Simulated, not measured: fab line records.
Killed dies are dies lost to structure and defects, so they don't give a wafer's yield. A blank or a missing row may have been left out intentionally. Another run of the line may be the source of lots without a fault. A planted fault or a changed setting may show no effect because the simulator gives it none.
A lot that was struck, set against a sound lot	flow berkeleyCmos170	16 out of 331 route steps
Sound: these wafers, L628.2, L628.5, L628.6. Struck: wafers L636.2, L636.3, L636.5. Last of all comes the cause.
Order at every step that has rows: each side's tool, ch and its chambers, its first start. Under that, the readings that differ: sound wafers	struck wafers	difference of the means	sigmas: that difference in standard deviations of wafers without a fault.
alike: words and numbers the same on both sides, and readings whose means are apart by under 2 such deviations; not compared: readings that were withheld, readings missing a value for some wafer, numbers with overlapping values and no deviation given by the record, and bounds like >300 which may hide the same value.
Wherever a step has rows on one side only, a row that says differs or no value, or a row with sigmas, the two part there. Non-overlapping numbers with no deviation appear without sigmas and do not part them. A reading that every wafer of one side lacks parts them only if that side has two wafers or more.

first, 2 steps without rows for these wafers: UCB170_FIELD_CLEAN_00 (cleans in dHF, time 7.5 s); UCB170_FIELD_OXIDATION_01 (target thk 558.3 nm, ox time 7200 s).
UCB170_FIELD_THK_MEAS_02:
  sound on filmMetro-03, day 5 22:00; struck on filmMetro-03, day 6 21:52
  alike: FIELD_OXIDE_THK
then, 4 steps without rows for these wafers: UCB170_FIELD_ANNEAL_03 (time 1200 s); UCB170_FIELD_WET_ETCH_04 (etches SiO2 in dHF, time 60 s); UCB170_FIELD_WET_ETCH_05 (etches Si3N4 in H3PO4, time 12600 s); UCB170_FIELD_WET_ETCH_06 (etches SiO2 in BOE, time 21.54 s).
UCB170_FIELD_THK_MEAS_90:
  sound on filmMetro-04, day 6 07:22; struck on filmMetro-02, day 7 09:02
  alike: FIELD_OXIDE_LEFT_1_THK
then, 2 steps without rows for these wafers: UCB170_SACOX_CLEAN_00 (cleans in dHF, time 7.5 s); UCB170_SACOX_OXIDATION_01 (target thk 14.4 nm, ox time 2400 s).
UCB170_SACOX_THK_MEAS_02:
  sound on filmMetro-01, day 6 13:06; struck on filmMetro-02, day 7 14:12
  alike: SACOX_OXIDE_THK
then, 1 step without rows for these wafers: UCB170_SCREENOX_WET_ETCH_00 (etches SiO2 in dHF, time 200 s).
UCB170_SCREENOX_OXIDATION_01: target thk 14.4 nm, ox time 2400 s.
  sound on furnace-02 ch 0, day 6 15:56; struck on furnace-02 ch 0, day 7 20:02
  alike: spikeTcLoadC, zonePowerCentrePct
UCB170_SCREENOX_THK_MEAS_02:
  sound on filmMetro-01, day 6 17:37; struck on filmMetro-03, day 7 21:43
reading	sound	struck	difference	sigmas
SCREENOX_OXIDE_THK (nm)	14.60 14.79 14.57	22.93 22.40 22.72	+8.03	+32
then, 1 step without rows for these wafers: UCB170_SCREENOX_ANNEAL_03 (time 900 s).
UCB170_M3_PROBE_99:
  rows exist in the record for the sound wafers here (prober-01, day 9 12:22), none for the struck ones

WHERE THEY PART
First at UCB170_SCREENOX_THK_MEAS_02; last, within this record, at UCB170_M3_PROBE_99.

WHY: what had been put in by the simulator
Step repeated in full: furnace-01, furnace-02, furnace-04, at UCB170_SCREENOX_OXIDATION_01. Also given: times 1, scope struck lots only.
